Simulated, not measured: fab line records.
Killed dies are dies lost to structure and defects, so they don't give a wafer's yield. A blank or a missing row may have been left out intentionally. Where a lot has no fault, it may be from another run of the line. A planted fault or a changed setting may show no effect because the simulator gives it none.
Which tool did it? ; flow berkeleyCmos170 ; 14 lots with 42 wafers sampled at 6 steps, on a route of 331 steps

== WHAT THE GAUGES READ, wafer by wafer ==
UCB170_NWELL_THK_MEAS_02. Usual: for NWELL_OXIDE_THK the level is 26.4 nm and the standard deviation is 0.58.
lot;measured;on;NWELL_OXIDE_THK (nm);flag
L716;day 1 23:31;filmMetro-02;26.2 26.7 26.3;
L717;day 2 03:33;filmMetro-03;26.6 25.9 25.9;
L719;day 2 17:29;filmMetro-02;25.8 25.9 25.8;
L720;day 2 17:29;filmMetro-01;26.1 26.1 26.3;
L721;day 2 22:14;filmMetro-02;26.5 26.3 25.9;
L722;day 3 07:36;filmMetro-03;26.4 26.4 26.8;
L726;day 3 22:08;filmMetro-01;26.3 26.4 26.1;
L727;day 4 07:13;filmMetro-02;25.9 25.9 25.8;
L728;day 4 14:37;filmMetro-01;25.3 25.2 25.5;
L732;day 5 05:47;filmMetro-03;26.4 26.2 26.4;
L734;day 5 16:58;filmMetro-01;26.6 26.6 26.4;
L736;day 6 04:06;filmMetro-03;25.8 25.7 25.9;
L737;day 6 06:27;filmMetro-03;25.5 25.8 26.0;
L738;day 6 12:31;filmMetro-02;27.6 27.4 27.8;

UCB170_SDANNEAL_RS_MEAS_04: uses a four-point probe to measure. Usual: for PLDD_RS the level is 1032.0 ohm/sq and the standard deviation is 2.7.
lot;measured;on;PLDD_RS (ohm/sq);flag
L716;day 6 17:07;filmMetro-04;1032.2 1032.0 1030.5;
L717;day 6 23:55;filmMetro-04;1035.3 1033.7 1035.7;
L719;day 7 14:04;filmMetro-02;1030.4 1030.4 1030.2;
L720;day 7 14:07;filmMetro-01;1031.4 1028.9 1029.7;
L721;day 7 14:36;filmMetro-01;1035.3 1033.9 1031.5;
L722;day 8 06:55;filmMetro-01;1027.5 1029.3 1029.4;
L726;day 8 16:17;filmMetro-04;1062.7 1067.9 1067.2 1064.1 1066.0 1065.8;OFF
L727;day 8 17:35;filmMetro-02;1064.6 1064.6 1063.8 1065.4 1063.9 1063.9;OFF
L728;day 9 04:57;filmMetro-01;1035.2 1035.2 1034.5;
L732;day 9 21:30;filmMetro-01;1034.6 1036.4 1034.3;
L734;day 10 05:04;filmMetro-04;1029.6 1029.1 1031.4;
L736;day 10 18:52;filmMetro-02;1028.2 1030.1 1030.0;
L737;day 10 19:16;filmMetro-04;1029.1 1032.3 1032.3;
L738;day 11 09:01;filmMetro-02;1029.4 1029.6 1031.0;

UCB170_SDANNEAL_RS_MEAS_05: uses a four-point probe to measure. Usual: for NLDD_RS the level is 616.7 ohm/sq and the standard deviation is 1.3.
lot;measured;on;NLDD_RS (ohm/sq);flag
L716;day 6 17:14;filmMetro-04;617.5 616.3 616.4;
L717;day 7 00:02;filmMetro-04;616.9 616.8 617.2;
L719;day 7 14:11;filmMetro-02;616.2 614.8 612.8;
L720;day 7 14:14;filmMetro-01;617.2 616.2 616.3;
L721;day 7 14:43;filmMetro-01;618.8 618.4 618.6;
L722;day 8 07:02;filmMetro-01;615.8 617.5 616.5;
L726;day 8 18:52;filmMetro-04;617.2 619.6 619.1;
L727;day 8 22:37;filmMetro-02;616.5 617.2 618.5;
L728;day 9 05:04;filmMetro-01;616.9 617.7 616.7;
L732;day 9 21:37;filmMetro-01;617.0 617.6 615.8;
L734;day 10 05:11;filmMetro-04;616.2 616.9 615.2;
L736;day 10 18:59;filmMetro-02;616.5 618.4 617.3;
L737;day 10 19:23;filmMetro-04;616.0 615.8 616.3;
L738;day 11 09:08;filmMetro-02;617.5 617.0 617.6;

UCB170_CONTACT_OVL_MEAS_16. Usual: for CONTACT_OVL the level is 6 nm and the standard deviation is 6.3.
lot;measured;on;CONTACT_OVL (nm);flag
L716;day 6 22:10;overlay-01;3 9 4;
L717;day 7 04:32;overlay-01;15 13 13;
L719;day 7 18:38;overlay-02;6 2 17;
L720;day 7 18:53;overlay-01;8 13 6;
L721;day 7 22:15;overlay-02;2 11 7;
L722;day 8 14:21;overlay-01;13 5 5;
L726;day 9 01:02;overlay-01;5 9 2;
L727;day 9 05:17;overlay-02;4 9 -2;
L728;day 9 10:21;overlay-01;12 5 8;
L732;day 10 02:11;overlay-02;8 15 17;
L734;day 10 10:36;overlay-02;0 6 2;
L736;day 10 23:14;overlay-01;-3 5 2;
L737;day 11 01:01;overlay-01;-9 -2 -4;
L738;day 11 15:14;overlay-02;0 -8 -11;

== WHAT TOOL EACH LOT RAN ON (gives the tool, then ch and the chambers of the sampled wafers, and finally the start) ==
lot;UCB170_NVT_STRIP_08;UCB170_PLDD_IMPLANT_09
L716;plasmaAsher-04 ch 0,1, day 5 08:14;implanter-01 ch 0, day 6 01:26
L717;plasmaAsher-03 ch 1, day 5 17:53;implanter-03 ch 0, day 6 10:12
L719;plasmaAsher-03 ch 0,1, day 6 07:06;implanter-04 ch 0, day 6 22:08
L720;plasmaAsher-04 ch 0,1, day 6 07:22;implanter-01 ch 0, day 6 22:17
L721;plasmaAsher-02 ch 0,1, day 6 06:50;implanter-01 ch 0, day 6 21:59
L722;plasmaAsher-03 ch 0,1, day 7 01:26;implanter-01 ch 0, day 7 18:07
L726;plasmaAsher-02 ch 0,1, day 7 09:01;implanter-01 ch 0, day 8 03:57
L727;plasmaAsher-04 ch 0,1, day 7 09:17;implanter-01 ch 0, day 8 04:43
L728;plasmaAsher-02 ch 0,1, day 7 22:51;implanter-03 ch 0, day 8 18:22
L732;plasmaAsher-04 ch 0,1, day 8 16:20;implanter-03 ch 0, day 9 07:34
L734;plasmaAsher-04 ch 0,1, day 8 23:05;implanter-03 ch 0, day 9 16:14
L736;plasmaAsher-03 ch 0,1, day 9 14:53;implanter-03 ch 0, day 10 05:58
L737;plasmaAsher-02 ch 0,1, day 9 15:21;implanter-03 ch 0, day 10 08:44
L738;plasmaAsher-03 ch 0,1, day 9 23:08;implanter-04 ch 0, day 10 17:10
- UCB170_NVT_STRIP_08: strips in O2.
- UCB170_PLDD_IMPLANT_09

== AS READ BY THE TOOLS THEMSELVES (means over the sampled wafers that have a number; for cases with no such wafer, the mark the record gives instead) ==
UCB170_NVT_STRIP_08. Usual: drypumpMotorCurrentA 5.8 A, standard deviation 0.46; oesProductAu 0.735 a.u., standard deviation 0.0047; stripTimeToEndpointS 21.64 s, standard deviation 0.056.
lot;tool;drypumpMotorCurrentA (A);oesProductAu (a.u.);stripTimeToEndpointS (s);flag
L716;plasmaAsher-04;6.2;0.734;21.59;
L717;plasmaAsher-03;5.4;0.737;21.64;
L719;plasmaAsher-03;5.2;0.734;21.67;
L720;plasmaAsher-04;6.0;0.732;21.58;
L721;plasmaAsher-02;5.7;0.733;21.64;
L722;plasmaAsher-03;5.3;0.736;21.65;
L726;plasmaAsher-02;6.0;0.736;21.56;
L727;plasmaAsher-04;6.2;0.735;21.69;
L728;plasmaAsher-02;5.7;0.734;21.60;
L732;plasmaAsher-04;6.2;0.735;21.66;
L734;plasmaAsher-04;6.1;0.734;21.69;
L736;plasmaAsher-03;5.3;0.729;21.57;
L737;plasmaAsher-02;6.0;0.736;21.69;
L738;plasmaAsher-03;5.2;0.733;21.69;

UCB170_PLDD_IMPLANT_09. Usual: doseIonsCm2 5e+13, standard deviation 4.6e+10; faradayCurrentUA 158, standard deviation 3.2.
lot;tool;doseIonsCm2;faradayCurrentUA;flag
L716;implanter-01;5e+13;159;
L717;implanter-03;5e+13;158;
L719;implanter-04;5e+13;161;
L720;implanter-01;5e+13;161;
L721;implanter-01;5e+13;161;
L722;implanter-01;5e+13;159;
L726;implanter-01;5e+13;146;OFF
L727;implanter-01;5e+13;144;OFF
L728;implanter-03;5e+13;157;
L732;implanter-03;5e+13;158;
L734;implanter-03;5e+13;157;
L736;implanter-03;5e+13;156;
L737;implanter-03;5e+13;159;
L738;implanter-04;5e+13;159;

== THE ANSWER, worked out from the rows above alone ==
Rule: take the mean of a lot's wafers that have a number; if it is more than 3 standard deviations from the usual mean, the lot is off. Also off: a lot with no number at a reading for which 4 or more lots have one. Any other lot the step has rows for is counted as sound. After the gauges, taken in route order, come the tools' own readings; for these a lot's mean is taken, as printed above. At the first step where some lot is off, the reading lying furthest off is the one used; lots without a number count as furthest.
Off: L726, L727, at UCB170_SDANNEAL_RS_MEAS_04 (PLDD_RS).
A tool fits if, at a process step before that reading, it ran every lot that is off, and no sound lot after the first of them. Not tried: the gauges at UCB170_SDANNEAL_RS_MEAS_04; whatever is off there is also off at UCB170_PLDD_IMPLANT_09, on other tools, and gauge error can't account for it. One candidate fits, namely implanter-01 at UCB170_PLDD_IMPLANT_09. A fault onset in the window from L722 (day 7 18:07, its last sound lot) to L726 (day 8 03:57, its first lot off) fits.
On the lots that are off, the tool's own readings at UCB170_PLDD_IMPLANT_09 differ by more than 5 times the standard deviation of the sound lots' means, which bears it out; faradayCurrentUA reads 145 there versus 159 on the sound lots.

== WHAT WAS PUT IN BY THE SIMULATOR ==
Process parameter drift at UCB170_PLDD_IMPLANT_09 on implanter-01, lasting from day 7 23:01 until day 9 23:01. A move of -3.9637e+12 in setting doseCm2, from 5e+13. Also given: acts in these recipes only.
Shown lots that were struck: L726, L727. This agrees with what the rule above found.
